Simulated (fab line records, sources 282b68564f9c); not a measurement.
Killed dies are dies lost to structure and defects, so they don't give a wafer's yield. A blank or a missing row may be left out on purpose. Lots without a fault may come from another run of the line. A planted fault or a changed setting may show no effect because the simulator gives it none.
fab line records | flow rit_cmos
record lots=5 wafers=15 last_day=7
route steps=202 shown PRETRO@72 GATE@75 FOX2@80 REOX@98 NLDD@103 SDANNEAL@155 M1@202
lots that met no fault: from a run of the same line without faults
start_h: hours from the record's first day to the start of the lot's first wafer shown | wait_h: hours since the lot's step before | " the same as in the row above | L1.1+2: a row that stands for several wafers | - no value, or no start given | * or withheld: withheld | < > ~ a bound
route shown NAME@n: a module of which the file shows steps, and the number in the route of the first | usual: mean/standard deviation of fault-free wafers | same: alike in all rows | chamber/n: place in a boat | sites: the reading at each site | _std_site: their standard deviation | _edge_site: outer sites' mean less inner sites' | radius_mm: how far each site lies from the wafer's centre | mask NAME#n: copy n | behind: the tool/chamber that last shaped the wafer | hold: why the lot was held/for how many hours/how that ended | device: the transistor (n, p or np) that didn't switch | end of line: the same wafers' tests at the end of the route | a step without rows: its recipe alone | killed: dies lost to structure and defects at the first sort, not the wafer's yield | map: a wafer's dies, x killed, . not, _ none there
set.NAME: the setting as run; set.NAME@STEP: as run at that earlier step | model.NAME: the simulator's own value behind a step, which no gauge read
lots at some steps of the route; a table a step, a row a wafer
services: from which hour (start_h, from the record's first day; less than 0 if before it) a tool's chamber was out of use, for how many hours, and why
## steps
# step RIT_PRETRO_IMPLANT_08
# recipe species=B energy_kev=45 dose_cm2=1.2e+13 tilt_deg=7
# step RIT_PRETRO_STRIP_09
# recipe chemistry=O2 time_s=180 resist=NOVOLAK platen_temp_c=withheld power_w=500 pressure_mtorr=4000 o2_flow_sccm=4000
# usual drypump_motor_current_A=5.6/0.37
# columns lot.wafer tool chamber start_h wait_h drypump_motor_current_A rf_hours_counter_h
L537.1 plasma_asher-02 0 33.93 0.1 5.9 40
L537.3 " 1 " " 5.9 -
L537.5 " 0 " " 5.9 -
L541.2 plasma_asher-03 1 51.75 0.1 5.2 38
L541.4 " 1 " " 5.2 -
L541.5 " 1 " " 5.2 -
L545.4 plasma_asher-03 1 74.79 0.1 5.2 -
L545.5 " 1 " " 5.2 -
L545.6 " 0 " " 5.5 -
L555.2 plasma_asher-01 0 122.96 0.1 4.9 33
L555.3 " 1 " " 6.6 -
L555.6 " 0 " " 4.9 -
L560.2 plasma_asher-03 0 148.31 0.1 5.5 50
L560.3 " 1 " " 5.2 -
L560.4 " 0 " " 5.6 -
# step RIT_PRETRO_TW_MEAS_10
# usual PRETRO_TW=476.2/2.1
# columns lot.wafer tool chamber start_h wait_h PRETRO_TW
L537.1 film_metro-04 - 34.10 0.1 475.9
L537.3 " - " " 477.7
L537.5 " - " " 478.4
L541.2 film_metro-01 - 51.93 0.1 476.5
L541.4 " - " " 474.2
L541.5 " - " " 473.0
L545.4 film_metro-02 - 74.94 0.1 480.9
L545.5 " - " " 478.0
L545.6 " - " " 481.1
L555.2 film_metro-01 - 123.15 0.1 477.7
L555.3 " - " " 477.5
L555.6 " - " " 477.3
L560.2 film_metro-04 - 148.49 0.1 476.7
L560.3 " - " " 475.3
L560.4 " - " " 475.3
# step RIT_GATE_WET_ETCH_00
# recipe chemistry=BOE target=SiO2 target_depth_nm=56 time_s=60 dry=n2_spin dilution=10:1 temp_c=21.5
# step RIT_GATE_CLEAN_01
# recipe chemistry=SC1 mix=3:3:50 time_s=600 temp_c=75
# step RIT_GATE_CLEAN_02
# recipe chemistry=dHF dilution=50:1 time_s=30
# step RIT_GATE_CLEAN_03
# recipe chemistry=SC2 mix=3:3:50 time_s=600 temp_c=75 dry=n2_spin
# step RIT_GATE_CLEAN_04
# recipe chemistry=dHF dilution=50:1 time_s=60 dry=n2_spin
# step RIT_FOX2_THK_MEAS_91
# recipe reads=SiO2_of_FOX2_OXIDATION_00
# usual FIELD_OXIDE_LEFT_2_THK=254/6.6
# columns lot.wafer tool chamber start_h wait_h FIELD_OXIDE_LEFT_2_THK[nm]
L537.1 film_metro-03 - 34.78 0.0 266
L537.3 " - " " 260
L537.5 " - " " 262
L541.2 film_metro-02 - 52.41 0.0 249
L541.4 " - " " 251
L541.5 " - " " 245
L545.4 film_metro-01 - 75.42 0.0 246
L545.5 " - " " 248
L545.6 " - " " 251
L555.2 film_metro-01 - 123.62 0.0 256
L555.3 " - " " 259
L555.6 " - " " 253
L560.2 film_metro-02 - 149.02 0.0 246
L560.3 " - " " 244
L560.4 " - " " 248
# step RIT_GATE_OXIDATION_05
# recipe temp_c=900 ambient=O2 target_thk_a=30 ox_time_s=270
# step RIT_GATE_ANNEAL_06
# recipe temp_c=900 time_s=600 ambient=N2O
# step RIT_GATE_THK_MEAS_07
# recipe reads=SiO2_of_GATE_OXIDATION_05
# usual GATE_OXIDE_THK=3.00/0.061
# columns lot.wafer tool chamber start_h wait_h GATE_OXIDE_THK[nm]
L537.1 film_metro-02 - 36.27 0.0 2.93
L537.3 " - " " 3.01
L537.5 " - " " 3.04
L541.2 film_metro-02 - 56.35 0.0 2.95
L541.4 " - " " 2.90
L541.5 " - " " 3.00
L545.4 film_metro-01 - 77.33 0.0 3.08
L545.5 " - " " 3.03
L545.6 " - " " 3.08
L555.2 film_metro-01 - 125.07 0.0 2.92
L555.3 " - " " 3.03
L555.6 " - " " 2.99
L560.2 film_metro-02 - 152.86 0.0 2.96
L560.3 " - " " 2.95
L560.4 " - " " 2.94
# step RIT_GATE_CVD_08
# recipe material=poly-Si target_thk_nm=250 temp_c=610 precursor=SiH4 time_s=2220 pressure_mtorr=300 sih4_flow_sccm=100
# usual spike_tc_source_C=631.2/2.8
# columns lot.wafer tool chamber start_h wait_h spike_tc_source_C model.poly-Si_of_GATE_CVD_08.thk_nm
L537.1 lpcvd-01 1 36.33 0.1 632.8 248.1
L537.3 " 1 " " 632.4 249.7
L537.5 " 1 " " 631.2 249.2
L541.2 lpcvd-01 1 57.36 1.0 631.4 251
L541.4 " 1 " " 630.8 251.3
L541.5 " 1 " " 631.2 250.9
L545.4 lpcvd-01 0 77.64 0.3 635.1 254.1
L545.5 " 0 " " 635.7 251.3
L545.6 " 0 " " 633.6 253.6
L555.2 lpcvd-01 0 125.12 0.0 632.4 275.4
L555.3 " 0 " " 634.5 276.3
L555.6 " 0 " " 635.8 276.8
L560.2 lpcvd-02 0 153.62 0.7 630.8 251.2
L560.3 " 0 " " 629.0 254.4
L560.4 " 0 " " 629.0 256.1
# step RIT_GATE_THK_MEAS_09
# recipe reads=poly-Si_of_GATE_CVD_08
# usual GATE_POLY_THK=250.4/2.6
# columns lot.wafer tool chamber start_h wait_h GATE_POLY_THK[nm]
L537.1 film_metro-01 - 37.95 0.0 248.0
L537.3 " - " " 249.6
L537.5 " - " " 249.3
L541.2 film_metro-01 - 58.99 0.0 251.0
L541.4 " - " " 251.4
L541.5 " - " " 251.0
L545.4 film_metro-02 - 79.29 0.0 254.1
L545.5 " - " " 251.2
L545.6 " - " " 253.8
L555.2 film_metro-01 - 126.74 0.0 275.6
L555.3 " - " " 276.2
L555.6 " - " " 276.9
L560.2 film_metro-02 - 155.24 0.0 251.4
L560.3 " - " " 254.2
L560.4 " - " " 255.8
# step RIT_GATE_HMDS_10
# recipe prime_time_s=60 prime_temp_c=140
# step RIT_GATE_COAT_11
# recipe resist=NOVOLAK spin_rpm=4250 resist_thk_nm=850
# step RIT_GATE_SOFTBAKE_12
# recipe resist=NOVOLAK temp_c=90 time_s=60
# step RIT_GATE_EXPOSE_13
# recipe mask_id=M6 na=0.6 source_shape=conventional sigma_outer=0.6 target_cd_nm=150 dose_mj=380
# step RIT_GATE_PEB_14
# recipe resist=NOVOLAK temp_c=withheld time_s=withheld
# step RIT_GATE_DEVELOP_15
# recipe resist=NOVOLAK develop_time_s=50 dev_temp_c=23
# step RIT_GATE_CD_MEAS_16
# recipe target_cd_nm=150
# usual cd_nm=150.0/2.1
# columns lot.wafer tool chamber start_h wait_h cd_nm
L537.1 cd_sem-01 - 38.99 - 149.6
L537.3 " - " " 148.1
L537.5 " - " " 148.6
L541.2 cd_sem-02 - 60.06 - 150.0
L541.4 " - " " 150.5
L541.5 " - " " 148.7
L545.4 cd_sem-02 - 80.36 - 150.4
L545.5 " - " " 151.0
L545.6 " - " " 151.4
L555.2 cd_sem-02 - 127.66 - 149.7
L555.3 " - " " 149.8
L555.6 " - " " 151.3
L560.2 cd_sem-02 - 156.16 - 144.4
L560.3 " - " " 147.7
L560.4 " - " " 147.4
# step RIT_GATE_OVL_MEAS_17
# usual GATE_OVL=-0.3/1.2
# columns lot.wafer tool chamber start_h wait_h GATE_OVL[nm]
L537.1 overlay-02 - 39.11 0.1 0.2
L537.3 " - " " -0.3
L537.5 " - " " 0.1
L541.2 overlay-02 - 60.16 0.1 -0.7
L541.4 " - " " 0.4
L541.5 " - " " 1.0
L545.4 overlay-02 - 80.43 0.1 -1.1
L545.5 " - " " -0.5
L545.6 " - " " 0.5
L555.2 overlay-01 - 127.77 0.1 -1.2
L555.3 " - " " -1.2
L555.6 " - " " 0.5
L560.2 overlay-01 - 156.27 0.1 0.3
L560.3 " - " " 0.6
L560.4 " - " " 0.9
# step RIT_GATE_HARDBAKE_18
# recipe resist=NOVOLAK temp_c=140 time_s=60
# step RIT_GATE_ETCH_19
# recipe chemistry=SF6/CHF3/O2 time_s=165 SF6_flow_sccm=30 CHF3_flow_sccm=30 O2_flow_sccm=5 target=poly-Si pressure_mtorr=40 rf_w=160 target_depth_a=3125 over_etch_frac=0.25 stop_on=SiO2
# usual CHF3_flow_sccm=30.00/0.093 drypump_motor_current_A=5.8/0.52 oes_product_au=0.849/0.01 throttle_valve_pct=10.29/0.12
# columns lot.wafer tool chamber start_h wait_h CHF3_flow_sccm drypump_motor_current_A oes_product_au rf_hours_counter_h throttle_valve_pct model.GATE.feature_depth_nm model.etch.depth_nm
L537.1 rie_si-02 2 39.30 0.1 30.06 5.4 0.843 119 10.41 248.1 248.1
L537.3 " 1 " " 30.00 5.6 0.837 11 10.36 249.7 249.7
L537.5 " 1 " " 30.02 5.6 0.835 - 10.37 249.2 249.2
L541.2 rie_si-02 3 60.34 0.1 30.13 5.4 0.858 133 10.46 251 251
L541.4 " 1 " " 30.12 5.6 0.843 - 10.36 251.3 251.3
L541.5 " 0 " " 30.06 5.7 0.848 - 10.19 250.9 250.9
L545.4 rie_si-02 0 80.66 0.1 29.89 5.7 0.862 - 10.20 254.1 254.1
L545.5 " 3 " " 30.01 5.4 0.854 - 10.44 251.3 251.3
L545.6 " 1 " " 29.86 5.6 0.853 - 10.37 253.6 253.6
L555.2 rie_si-02 1 127.95 0.1 30.03 5.6 0.896 12 10.37 275.4 275.4
L555.3 " 3 " " 29.89 5.4 0.918 133 10.46 276.3 276.3
L555.6 " 1 " " 29.93 5.6 0.900 - 10.37 276.8 276.8
L560.2 rie_si-01 3 156.45 0.1 30.11 6.7 0.859 48 10.07 251.2 251.2
L560.3 " 2 " " 30.02 5.3 0.848 78 10.20 254.4 254.4
L560.4 " 3 " " 30.02 6.7 0.866 - 10.06 256.1 256.1
# step RIT_GATE_STRIP_20
# recipe chemistry=O2 time_s=180 resist=NOVOLAK platen_temp_c=withheld power_w=500 pressure_mtorr=4000 o2_flow_sccm=4000
# usual drypump_motor_current_A=5.9/0.5
# columns lot.wafer tool chamber start_h wait_h drypump_motor_current_A rf_hours_counter_h
L537.1 plasma_asher-02 0 39.41 0.1 5.8 41
L537.3 " 0 " " 5.8 -
L537.5 " 0 " " 5.9 -
L541.2 plasma_asher-01 0 60.45 0.1 4.9 28
L541.4 " 0 " " 4.9 -
L541.5 " 1 " " 6.6 -
L545.4 plasma_asher-04 1 80.77 0.1 6.3 -
L545.5 " 0 " " 5.7 -
L545.6 " 1 " " 6.3 -
L555.2 plasma_asher-02 1 128.06 0.1 5.9 51
L555.3 " 1 " " 5.8 -
L555.6 " 1 " " 5.9 -
L560.2 plasma_asher-01 0 156.56 0.1 4.9 36
L560.3 " 0 " " 4.9 -
L560.4 " 1 " " 6.6 -
# step RIT_GATE_CD_MEAS_90
# recipe target_cd_nm=150
# usual cd_nm=150.0/2.1
# columns lot.wafer tool chamber start_h wait_h cd_nm
L537.1 cd_sem-01 - 39.58 0.1 149.7
L537.3 " - " " 147.9
L537.5 " - " " 148.8
L541.2 cd_sem-01 - 60.65 0.1 150.0
L541.4 " - " " 150.6
L541.5 " - " " 149.0
L545.4 cd_sem-01 - 80.95 0.1 150.4
L545.5 " - " " 151.4
L545.6 " - " " 151.3
L555.2 cd_sem-02 - 128.25 0.1 150.1
L555.3 " - " " 150.0
L555.6 " - " " 151.6
L560.2 cd_sem-02 - 156.75 0.1 144.7
L560.3 " - " " 147.3
L560.4 " - " " 147.4
# step RIT_REOX_CLEAN_00
# recipe chemistry=SC1 mix=3:3:50 time_s=600 temp_c=75
# step RIT_REOX_CLEAN_01
# recipe chemistry=dHF dilution=50:1 time_s=30
# step RIT_REOX_CLEAN_02
# recipe chemistry=SC2 mix=3:3:50 time_s=600 temp_c=75 dry=n2_spin
# step RIT_REOX_OXIDATION_03
# recipe temp_c=900 ambient=O2 target_thk_a=252 ox_time_s=5580
# step RIT_REOX_THK_MEAS_04
# recipe reads=SiO2_of_REOX_OXIDATION_03
# usual REOX_OXIDE_THK=25.2/0.42
# columns lot.wafer tool chamber start_h wait_h REOX_OXIDE_THK[nm]
L537.1 film_metro-04 - 43.23 0.0 25.7
L537.3 " - " " 25.8
L537.5 " - " " 25.4
L541.2 film_metro-01 - 63.69 0.0 24.9
L541.4 " - " " 24.8
L541.5 " - " " 24.9
L545.4 film_metro-04 - 85.50 0.0 25.8
L545.5 " - " " 25.6
L545.6 " - " " 25.4
L555.2 film_metro-01 - 132.79 0.0 24.9
L555.3 " - " " 24.9
L555.6 " - " " 25.4
L560.2 film_metro-01 - 160.06 0.0 25.6
L560.3 " - " " 25.2
L560.4 " - " " 25.0
# step RIT_NLDD_HMDS_00
# recipe prime_time_s=60 prime_temp_c=140
# step RIT_NLDD_COAT_01
# recipe resist=NOVOLAK spin_rpm=3250 resist_thk_nm=1000
# step RIT_NLDD_SOFTBAKE_02
# recipe resist=NOVOLAK temp_c=90 time_s=60
# step RIT_NLDD_EXPOSE_03
# recipe mask_id=M7 na=0.57 target_cd_nm=40700 dose_mj=250
# step RIT_NLDD_PEB_04
# recipe resist=NOVOLAK temp_c=withheld time_s=withheld
# step RIT_NLDD_DEVELOP_05
# recipe resist=NOVOLAK develop_time_s=50 dev_temp_c=23
# step RIT_NLDD_OVL_MEAS_06
# usual NLDD_OVL=1.4/1.3
# columns lot.wafer tool chamber start_h wait_h NLDD_OVL[nm]
L537.1 overlay-01 - 44.14 - 2.3
L537.3 " - " " 2.7
L537.5 " - " " 4.8
L541.2 overlay-01 - 64.59 - 0.0
L541.4 " - " " 1.4
L541.5 " - " " 0.6
L545.4 overlay-01 - 86.40 - 0.2
L545.5 " - " " -1.5
L545.6 " - " " -0.1
L555.2 overlay-01 - 133.70 - 1.9
L555.3 " - " " 2.1
L555.6 " - " " 0.3
L560.2 overlay-02 - 160.98 - 1.3
L560.3 " - " " 1.7
L560.4 " - " " 1.1
# step RIT_NLDD_HARDBAKE_07
# recipe resist=NOVOLAK temp_c=140 time_s=60
# step RIT_NLDD_IMPLANT_08
# recipe species=P energy_kev=20 dose_cm2=5e+14 tilt_deg=7
# step RIT_NLDD_STRIP_09
# recipe chemistry=O2 time_s=180 resist=NOVOLAK platen_temp_c=withheld power_w=500 pressure_mtorr=4000 o2_flow_sccm=4000
# usual drypump_motor_current_A=5.8/0.32
# columns lot.wafer tool chamber start_h wait_h drypump_motor_current_A rf_hours_counter_h
L537.1 plasma_asher-02 0 44.48 0.1 5.8 41
L537.3 " 1 " " 5.9 -
L537.5 " 0 " " 5.8 -
L541.2 plasma_asher-02 0 64.92 0.1 5.9 44
L541.4 " 1 " " 5.9 -
L541.5 " 1 " " 5.9 -
L545.4 plasma_asher-03 0 86.77 0.1 5.5 -
L545.5 " 0 " " 5.6 -
L545.6 " 1 " " 5.2 -
L555.2 plasma_asher-04 0 134.03 0.1 5.8 2
L555.3 " 0 " " 5.8 -
L555.6 " 0 " " 5.7 -
L560.2 plasma_asher-03 0 161.31 0.1 5.6 51
L560.3 " 1 " " 5.2 -
L560.4 " 0 " " 5.6 -
# step RIT_NLDD_TW_MEAS_10
# usual NLDD_TW=2479/22
# columns lot.wafer tool chamber start_h wait_h NLDD_TW
L537.1 film_metro-02 - 44.66 0.1 2495
L537.3 " - " " 2475
L537.5 " - " " 2488
L541.2 film_metro-03 - 65.11 0.1 2451
L541.4 " - " " 2443
L541.5 " - " " 2447
L545.4 film_metro-03 - 86.92 0.1 2452
L545.5 " - " " 2467
L545.6 " - " " 2463
L555.2 film_metro-04 - 134.21 0.1 2470
L555.3 " - " " 2460
L555.6 " - " " 2489
L560.2 film_metro-02 - 161.49 0.1 2534
L560.3 " - " " 2516
L560.4 " - " " 2512
# step RIT_SDANNEAL_CLEAN_02
# recipe chemistry=SC2 mix=3:3:50 time_s=600 temp_c=75 dry=n2_spin
# columns lot.wafer tool chamber start_h wait_h model.poly-Si_of_GATE_CVD_08.thk_nm
L537.1 wet_bench-02 1 53.10 0.0 162.4
L537.3 " 1 " " 163.1
L537.5 " 1 " " 163.4
L541.2 wet_bench-04 1 72.11 0.0 163.5
L541.4 " 1 " " 164.8
L541.5 " 1 " " 164.2
L545.4 wet_bench-04 1 94.05 0.0 168.3
L545.5 " 1 " " 164.4
L545.6 " 1 " " 165.5
L555.2 wet_bench-02 0 141.47 0.0 188
L555.3 " 0 " " 188.8
L555.6 " 0 " " 189.5
L560.2 wet_bench-04 0 168.96 0.0 165
L560.3 " 0 " " 168.2
L560.4 " 0 " " 172
# step RIT_M1_PROBE_99
# usual killed_at_contacts=0.1/0.3 killed_at_front_end=6.9/2.9 killed_dies=7.0/2.9 killed_open=3.3/2 killed_short=3.7/2
# same gross_dies=264 killed_at_M0_to_M3=0 killed_at_M4_up=0 killed_at_back_side=0 killed_at_other=0
# columns lot.wafer tool chamber start_h wait_h killed_at_contacts killed_at_front_end killed_dies killed_open killed_short model.etest.pmos_turned.r_on_ohm_um model.etest.nmos_turned.drive_ua_um model.etest.pmos_turned.drive_ua_um model.etest.poly_comb_over_steps.leak_log10_a_um model.etest.nmos_0p15.tox_inv_nm
L537.1 prober-01 - 60.90 0.1 0 7 7 4 3 3452 310.8 189.4 -12.81 4.476
L537.3 prober-01 - 61.00 0.2 0 2 2 0 2 3436 310.9 187.6 -12.85 4.476
L537.5 prober-01 - 61.10 0.2 0 7 7 6 1 3391 319.8 191.9 -12.72 4.512
L541.2 prober-01 - 79.93 0.1 0 7 7 2 5 3312 331.1 201.8 -12.4 4.396
L541.4 prober-01 - 80.03 0.2 0 7 7 4 3 3355 329.5 198 -12.82 4.467
L541.5 prober-01 - 80.08 0.2 0 8 8 3 5 3260 335.1 201.6 -11.61 4.419
L545.4 prober-01 - 101.83 0.2 0 5 5 2 3 3639 298.9 172.4 -11.91 4.569
L545.5 prober-01 - 101.88 0.2 0 13 13 5 8 3647 309.9 178.2 -12.76 4.499
L545.6 prober-01 - 101.93 0.2 0 0 0 0 0 3658 308.9 175 -12.7 4.538
L555.2 prober-02 - 149.38 0.1 0 7 7 2 5 3593 320 177.8 -11.34 4.439
L555.3 prober-02 - 149.43 0.2 0 6 6 1 5 3691 314.1 170.1 -7.748 4.501
L555.6 prober-02 - 149.58 0.2 0 7 7 4 3 3753 304.4 164.3 -11.49 4.514
L560.2 prober-02 - 176.60 0.1 1 6 7 6 1 3363 323.8 193.8 -12.65 4.461
L560.3 prober-02 - 176.65 0.2 0 9 9 6 3 3358 325.6 195.9 -11.91 4.456
L560.4 prober-02 - 176.70 0.2 0 5 5 3 2 3369 327.1 193.1 -12.8 4.577
# killed by level:class
L537.1 FOX2:geometric_particle:open=2 GATE:geometric_particle:short=2 GATE:geometric_particle:open=1 REOX:geometric_particle:short=1 SILICIDE:geometric_particle:open=1
L537.3 FOX2:geometric_particle:short=1 SILICIDE:geometric_particle:short=1
L537.5 FOX1:geometric_particle:open=2 GATE:geometric_particle:short=1 GATE:geometric_particle:open=1 REOX:geometric_particle:open=1 SPACER:geometric_particle:open=1 SILICIDE:geometric_particle:open=1
L541.2 FOX2:geometric_particle:short=3 SILICIDE:geometric_particle:short=2 GATE:geometric_particle:open=1 REOX:geometric_particle:open=1
L541.4 FOX2:geometric_particle:open=2 FOX1:geometric_particle:short=1 GATE:geometric_particle:open=1 GATE:geometric_particle:short=1 SPACER:geometric_particle:short=1 SILICIDE:geometric_particle:open=1
L541.5 FOX2:geometric_particle:short=3 FOX1:geometric_particle:open=1 GATE:geometric_particle:open=1 REOX:geometric_particle:short=1 SPACER:geometric_particle:short=1 SPACER:geometric_particle:open=1
L545.4 GATE:geometric_particle:short=2 FOX1:geometric_particle:open=1 GATE:geometric_particle:open=1 SPACER:geometric_particle:short=1
L545.5 FOX1:geometric_particle:short=3 FOX1:geometric_particle:open=2 GATE:geometric_particle:short=2 GATE:geometric_particle:open=2 FOX2:geometric_particle:short=1 SPACER:geometric_particle:short=1 SPACER:geometric_particle:open=1 SILICIDE:geometric_particle:short=1
L555.2 SILICIDE:geometric_particle:short=3 SPACER:geometric_particle:short=2 SPACER:geometric_particle:open=1 SILICIDE:geometric_particle:open=1
L555.3 SILICIDE:geometric_particle:short=3 FOX1:geometric_particle:short=1 FOX1:geometric_particle:open=1 FOX2:geometric_particle:short=1
L555.6 ACTIVE:geometric_particle:short=1 FOX1:geometric_particle:open=1 FOX1:geometric_particle:short=1 FOX2:geometric_particle:open=1 GATE:geometric_particle:short=1 GATE:geometric_particle:open=1 SPACER:geometric_particle:open=1
L560.2 GATE:geometric_particle:open=3 SPACER:geometric_particle:open=1 SILICIDE:geometric_particle:short=1 SILICIDE:geometric_particle:open=1 CONTACT:geometric_particle:open=1
L560.3 REOX:geometric_particle:open=3 GATE:geometric_particle:open=2 REOX:geometric_particle:short=2 FOX2:geometric_particle:short=1 SPACER:geometric_particle:open=1
L560.4 GATE:geometric_particle:open=2 SPACER:geometric_particle:short=2 REOX:geometric_particle:open=1
## services
# columns tool chamber start_h hours kind
rie_si-01 - 11.36 0.7 repair
plasma_asher-03 - 19.09 12.5 repair
rie_si-02 3 23.51 1.0 repair
plasma_asher-01 - 29.87 3.1 repair
plasma_asher-03 - 31.62 2.8 pm
wet_bench-04 - 36.94 4.4 pm
plasma_asher-04 - 43.96 1.8 repair
plasma_asher-02 - 46.64 0.4 repair
lpcvd-02 - 49.99 14.6 pm
rie_si-02 2 52.18 14.7 repair
rie_si-01 - 57.58 2.8 pm
rie_si-01 - 67.39 0.2 repair
rie_si-01 3 75.49 2.2 repair
plasma_asher-01 - 78.99 1.2 repair
rie_si-02 2 80.01 10.8 repair
rie_si-02 3 85.26 8.4 repair
plasma_asher-04 - 100.62 2.8 pm
plasma_asher-01 - 101.44 14.6 pm
plasma_asher-02 - 103.31 2.4 repair
plasma_asher-04 - 108.75 9.0 pm
plasma_asher-04 - 126.64 2.2 repair
rie_si-01 0 150.38 8.6 repair
plasma_asher-04 - 166.23 7.6 repair
plasma_asher-03 - 166.43 3.4 repair
## key
first_sign step=RIT_GATE_THK_MEAS_09 reading=GATE_POLY_THK direction=up sigmas=10 usual=250.4 struck=276.2
effect step=RIT_GATE_ETCH_19 reading=oes_product_au direction=up sigmas=5.4 usual=0.849 struck=0.904
model_effect step=RIT_GATE_CVD_08 value=poly-Si_of_GATE_CVD_08.thk_nm without=256.1 struck=276.1
model_effect step=RIT_GATE_ETCH_19 value=GATE.feature_depth_nm without=256.1 struck=276.1
model_effect step=RIT_SDANNEAL_CLEAN_02 value=poly-Si_of_GATE_CVD_08.thk_nm without=168.8 struck=188.8
model_effect step=RIT_M1_PROBE_99 value=etest.pmos_turned.r_on_ohm_um without=3497 struck=3679
met_at RIT_GATE_CVD_08
struck_wafers L555.2,L555.3,L555.6
tester_left_out L555
onset_between 77.64 125.12
also_fits RIT_PRETRO_STRIP_09:plasma_asher-01
fault kind=process_parameter_drift tool=lpcvd-01 chamber=0 onset_h=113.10 steps=RIT_GATE_CVD_08 channel=target_thk_nm offset=20 shape=step end_h=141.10 acts_in=these_recipes_only stated=250
# tester_left_out: of these lots the tester's yield and bins aren't shown, on N5 and GAA mostly nor the transistor test; their killed dies are dies lost to structure and defects alone, not to doping, threshold or leakage, so they don't give the yield
